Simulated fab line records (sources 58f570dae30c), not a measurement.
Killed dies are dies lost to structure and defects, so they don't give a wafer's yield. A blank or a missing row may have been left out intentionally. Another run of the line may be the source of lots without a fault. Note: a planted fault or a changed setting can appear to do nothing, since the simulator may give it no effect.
A single fault, viewed from 2 desks / flow berkeleyCmos170 / each desk has only its own numbers; what lay behind them comes last

== FROM THE METROLOGY DESK ==
Means of the sampled wafers that have a number, per lot and without regard to the tool the lot ran on: this is what the gauges read. A lot is out of limits, marked OUT, if its mean lies more than 4 standard deviations from the usual mean; the brackets give that distance.
Columns: A = cdNm at UCB170_CONTACT_CD_MEAS_15, usual 700.1 nm; B = CONTACT_OVL at UCB170_CONTACT_OVL_MEAS_16, usual 1 nm; C = cdNm at UCB170_CONTACT_CD_MEAS_90, usual 700.2 nm; D = M1_AL_RS at UCB170_M1_RS_MEAS_01, usual 0.0485 ohm/sq; E = M1_AL_THK at UCB170_M1_THK_MEAS_02, usual 610 nm; F = cdNm at UCB170_M1_CD_MEAS_09, usual 699.8 nm; G = M1_OVL at UCB170_M1_OVL_MEAS_10, usual 1 nm
lot=L409; first seen here=day 9 10:59; A=698.4; B=0; C=698.7; D=0.0483; E=611; F=701.2; G=-1
lot=L412; first seen here=day 9 21:59; A=698.8; B=1; C=699.1; D=0.0493; E=601; F=700.9; G=-4
lot=L416; first seen here=day 10 15:57; A=701.4; B=0; C=702.0; D=0.0487; E=605; F=700.5; G=0
lot=L414; first seen here=day 10 16:11; A=700.3; B=1; C=699.9; D=0.0486; E=607; F=698.3; G=6
lot=L417; first seen here=day 11 05:55; A=698.8; B=2; C=698.5; D=0.0483; E=615; F=703.5; G=-2
lot=L421; first seen here=day 11 19:01; A=700.5; B=4; C=700.6; D=0.0489; E=605; F=700.4; G=9
This desk found nothing out of limits on any of the 6 lots.

== TOOL OWNER'S DESK, lithoTrack-04 ==
The tool's own readings at UCB170_M1_COAT_04 (resist thk 900 nm): means of the sampled wafers that have a number, for each lot that ran on this tool. A lot is out of limits, marked OUT, if its mean lies more than 4 standard deviations from the usual mean; the brackets give that distance.
Columns: A = spinSpeedRpm at UCB170_M1_COAT_04, usual 1500.0 rpm
lot=L409; first seen here=day 9 14:00; A=1498.8
lot=L416; first seen here=day 10 17:00; A=1347.1 (-99 or more) OUT
lot=L417; first seen here=day 11 07:00; A=1345.7 (-99 or more) OUT
This desk finds L416, L417 out of limits, L416 being first, at day 10 17:00 (spinSpeedRpm at UCB170_M1_COAT_04). Within limits: L409.

== PUT TOGETHER ==
The tool owner's desk had the chance to raise an alarm at day 10 17:00 on L416, L417.
Nothing out of limits was seen by the metrology desk.
The metrology desk has L416, L417 on record, within its limits.
The lots listed all ran UCB170_M1_COAT_04 on lithoTrack-04.

== WHAT THE SIMULATOR PUT IN ==
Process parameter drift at UCB170_M1_COAT_04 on lithoTrack-04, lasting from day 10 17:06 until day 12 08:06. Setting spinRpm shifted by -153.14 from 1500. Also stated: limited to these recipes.
Struck lots among those shown: L416, L417.
